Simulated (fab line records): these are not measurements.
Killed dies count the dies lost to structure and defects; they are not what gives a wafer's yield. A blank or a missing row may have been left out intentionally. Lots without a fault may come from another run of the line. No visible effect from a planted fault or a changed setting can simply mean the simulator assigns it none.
Which tool was responsible? :: flow berkeley-cmos170 :: 13 lots with 39 wafers sampled at 5 steps, on a route of 331 steps

## WHAT THE GAUGES READ, wafer by wafer
UCB170_PFIELD_OVL_MEAS_06.
lot: L277
measured: day 4 08:01
on: overlay-01
PFIELD_OVL (nm): 1 -5 1

lot: L278
measured: day 4 10:32
on: overlay-01
PFIELD_OVL (nm): -3 3 -8

lot: L279
measured: day 4 11:31
on: overlay-01
PFIELD_OVL (nm): -3 -7 -1

lot: L280
measured: day 4 14:13
on: overlay-02
PFIELD_OVL (nm): 2 -11 0

lot: L281
measured: day 4 16:44
on: overlay-02
PFIELD_OVL (nm): 1 -8 5

lot: L283
measured: day 5 05:56
on: overlay-02
PFIELD_OVL (nm): -13 2 -14

lot: L285
measured: day 5 21:04
on: overlay-01
PFIELD_OVL (nm): -6 -1 -8

lot: L292
measured: day 7 05:28
on: overlay-02
PFIELD_OVL (nm): -5 -7 -4

lot: L293
measured: day 7 13:45
on: overlay-01
PFIELD_OVL (nm): -6 -5 -8

lot: L296
measured: day 8 04:14
on: overlay-01
PFIELD_OVL (nm): -3 -1 6

lot: L297
measured: day 8 07:16
on: overlay-02
PFIELD_OVL (nm): -2 0 -4

lot: L299
measured: day 9 03:25
on: overlay-02
PFIELD_OVL (nm): -11 -6 -9

lot: L300
measured: day 9 05:52
on: overlay-01
PFIELD_OVL (nm): -4 -15 -5

UCB170_GATE_OVL_MEAS_13.
lot: L277
measured: day 5 22:37
on: overlay-02
GATE_OVL (nm): -3 5 5

lot: L278
measured: day 6 01:02
on: overlay-01
GATE_OVL (nm): 1 12 5

lot: L279
measured: day 6 00:47
on: overlay-02
GATE_OVL (nm): -2 -3 -1

lot: L280
measured: day 6 12:43
on: overlay-01
GATE_OVL (nm): -1 -5 -11

lot: L281
measured: day 6 12:14
on: overlay-02
GATE_OVL (nm): -2 -5 -3

lot: L283
measured: day 7 05:09
on: overlay-01
GATE_OVL (nm): -4 3 1

lot: L285
measured: day 7 12:49
on: overlay-01
GATE_OVL (nm): 5 3 1

lot: L292
measured: day 8 21:49
on: overlay-01
GATE_OVL (nm): -131 -126 -126

lot: L293
measured: day 9 10:14
on: overlay-02
GATE_OVL (nm): -127 -134 -127

lot: L296
measured: day 9 23:59
on: overlay-01
GATE_OVL (nm): 1 -5 8

lot: L297
measured: day 10 00:05
on: overlay-02
GATE_OVL (nm): 4 4 -3

lot: L299
measured: day 11 05:32
on: overlay-02
GATE_OVL (nm): 2 2 -1

lot: L300
measured: day 11 05:40
on: overlay-01
GATE_OVL (nm): 3 -7 -7

UCB170_PSD_OVL_MEAS_07.
lot: L277
measured: day 6 08:09
on: overlay-02
PSD_OVL (nm): -4 6 -7

lot: L278
measured: day 6 15:13
on: overlay-01
PSD_OVL (nm): -12 -5 -7

lot: L279
measured: day 6 15:29
on: overlay-02
PSD_OVL (nm): -9 -4 1

lot: L280
measured: day 6 22:30
on: overlay-02
PSD_OVL (nm): -4 4 1

lot: L281
measured: day 6 22:08
on: overlay-02
PSD_OVL (nm): -5 -3 -3

lot: L283
measured: day 7 14:50
on: overlay-01
PSD_OVL (nm): -4 -14 -1

lot: L285
measured: day 8 01:44
on: overlay-02
PSD_OVL (nm): -11 -5 -4

lot: L292
measured: day 9 08:13
on: overlay-02
PSD_OVL (nm): 7 -4 14

lot: L293
measured: day 9 23:25
on: overlay-02
PSD_OVL (nm): 2 -2 -8

lot: L296
measured: day 10 11:39
on: overlay-01
PSD_OVL (nm): 4 -3 -1

lot: L297
measured: day 10 11:49
on: overlay-02
PSD_OVL (nm): -8 9 -2

lot: L299
measured: day 11 16:10
on: overlay-02
PSD_OVL (nm): 2 9 0

lot: L300
measured: day 11 16:35
on: overlay-02
PSD_OVL (nm): -1 9 4

## WHICH TOOL RAN EACH LOT (tool, then ch and the chambers of the sampled wafers, then the start)
lot: L277
UCB170_GATE_EXPOSE_09: krf-scanner-01 ch 0, day 5 22:05
UCB170_GATE_ETCH_14: rie-diel-04 ch 1,2,3, day 5 22:39

lot: L278
UCB170_GATE_EXPOSE_09: krf-scanner-02 ch 0, day 6 00:33
UCB170_GATE_ETCH_14: rie-diel-03 ch 0,2, day 6 01:04

lot: L279
UCB170_GATE_EXPOSE_09: krf-scanner-01 ch 0, day 6 00:17
UCB170_GATE_ETCH_14: rie-diel-04 ch 1,3, day 6 00:49

lot: L280
UCB170_GATE_EXPOSE_09: krf-scanner-01 ch 0, day 6 12:04
UCB170_GATE_ETCH_14: rie-diel-04 ch 0,3, day 6 12:44

lot: L281
UCB170_GATE_EXPOSE_09: krf-scanner-02 ch 0, day 6 11:43
UCB170_GATE_ETCH_14: rie-diel-02 ch 0,1, day 6 12:16

lot: L283
UCB170_GATE_EXPOSE_09: krf-scanner-02 ch 0, day 7 04:39
UCB170_GATE_ETCH_14: rie-diel-04 ch 1,2, day 7 05:11

lot: L285
UCB170_GATE_EXPOSE_09: krf-scanner-02 ch 0, day 7 12:13
UCB170_GATE_ETCH_14: rie-diel-02 ch 1,3, day 7 12:50

lot: L292
UCB170_GATE_EXPOSE_09: krf-scanner-01 ch 0, day 8 21:18
UCB170_GATE_ETCH_14: rie-diel-04 ch 0,1,3, day 8 21:50

lot: L293
UCB170_GATE_EXPOSE_09: krf-scanner-01 ch 0, day 9 09:45
UCB170_GATE_ETCH_14: rie-diel-03 ch 2,3, day 9 10:16

lot: L296
UCB170_GATE_EXPOSE_09: krf-scanner-02 ch 0, day 9 23:30
UCB170_GATE_ETCH_14: rie-diel-02 ch 0,2, day 10 00:01

lot: L297
UCB170_GATE_EXPOSE_09: krf-scanner-02 ch 0, day 9 23:35
UCB170_GATE_ETCH_14: rie-diel-03 ch 0,2,3, day 10 00:08

lot: L299
UCB170_GATE_EXPOSE_09: krf-scanner-02 ch 0, day 11 05:01
UCB170_GATE_ETCH_14: rie-diel-02 ch 0,2, day 11 05:34

lot: L300
UCB170_GATE_EXPOSE_09: krf-scanner-02 ch 0, day 11 05:10
UCB170_GATE_ETCH_14: rie-diel-03 ch 1,2,3, day 11 05:41
- UCB170_GATE_EXPOSE_09: exposes mask POLY, target cd 350 nm.
- UCB170_GATE_ETCH_14: etches BARC in N2/H2.

## WHAT THE TOOLS THEMSELVES READ (means of the sampled wafers that have a number; where no wafer has one, the mark that the record gives instead)
UCB170_GATE_ETCH_14.
lot: L277
tool: rie-diel-04
drypump-motor-current-A (A): 5.4
oes-product-au (a.u.): 1.016
throttle-valve-pct (%): 13.26

lot: L278
tool: rie-diel-03
drypump-motor-current-A (A): 5.8
oes-product-au (a.u.): 0.992
throttle-valve-pct (%): 13.16

lot: L279
tool: rie-diel-04
drypump-motor-current-A (A): 5.4
oes-product-au (a.u.): 1.026
throttle-valve-pct (%): 13.29

lot: L280
tool: rie-diel-04
drypump-motor-current-A (A): 6.0
oes-product-au (a.u.): 1.021
throttle-valve-pct (%): 13.21

lot: L281
tool: rie-diel-02
drypump-motor-current-A (A): 5.8
oes-product-au (a.u.): 1.006
throttle-valve-pct (%): 13.24

lot: L283
tool: rie-diel-04
drypump-motor-current-A (A): 5.6
oes-product-au (a.u.): 0.992
throttle-valve-pct (%): 13.23

lot: L285
tool: rie-diel-02
drypump-motor-current-A (A): 6.1
oes-product-au (a.u.): 0.984
throttle-valve-pct (%): 13.46

lot: L292
tool: rie-diel-04
drypump-motor-current-A (A): 5.8
oes-product-au (a.u.): 1.020
throttle-valve-pct (%): 13.26

lot: L293
tool: rie-diel-03
drypump-motor-current-A (A): 6.1
oes-product-au (a.u.): 1.004
throttle-valve-pct (%): 13.27

lot: L296
tool: rie-diel-02
drypump-motor-current-A (A): 5.3
oes-product-au (a.u.): 1.010
throttle-valve-pct (%): 13.38

lot: L297
tool: rie-diel-03
drypump-motor-current-A (A): 5.9
oes-product-au (a.u.): 1.006
throttle-valve-pct (%): 13.16

lot: L299
tool: rie-diel-02
drypump-motor-current-A (A): 5.6
oes-product-au (a.u.): 1.024
throttle-valve-pct (%): 13.30

lot: L300
tool: rie-diel-03
drypump-motor-current-A (A): 5.7
oes-product-au (a.u.): 0.999
throttle-valve-pct (%): 13.29

## THE ANSWER, worked out from the rows above alone
Rule: the usual values come from the lots themselves. The widest of any qualifying gaps counts: lots, ordered by their means at a reading, are off when they make up no more than a third of the lots, leave a main group of 4 or more, and stand apart from it by 3 or more times the standard deviation of that group's means. Not used: any main group whose means are identical at the precision the tables above print for the reading. A lot without any number at a reading at which 4 lots or more have one is off too. All remaining lots with rows at the step are treated as sound. First the gauges in route order, then the tools' own readings, where a lot's mean is used as printed above. At the first step where some lot is off, the reading lying furthest off is the one used; lots without a number count as furthest.
Off: at UCB170_GATE_OVL_MEAS_13 (GATE_OVL), L292, L293. Main group: mean 0 nm, sd 3.3.
A tool fits if, at a process step before that reading, it ran every lot that is off, and no sound lot after the first of them. Those tools and the gauges at UCB170_GATE_OVL_MEAS_13 are tried in the same way. One fits: UCB170_GATE_EXPOSE_09 on krf-scanner-01. A fault onset in the window from L280 (day 6 12:04, its last sound lot) to L292 (day 8 21:18, its first lot off) fits.

## WHAT WAS PUT IN BY THE SIMULATOR
Scanner matching overlay: krf-scanner-01, from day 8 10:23 on, at UCB170_GATE_EXPOSE_09. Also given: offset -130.
Struck lots among those shown: L292, L293. This agrees with what the rule above found.
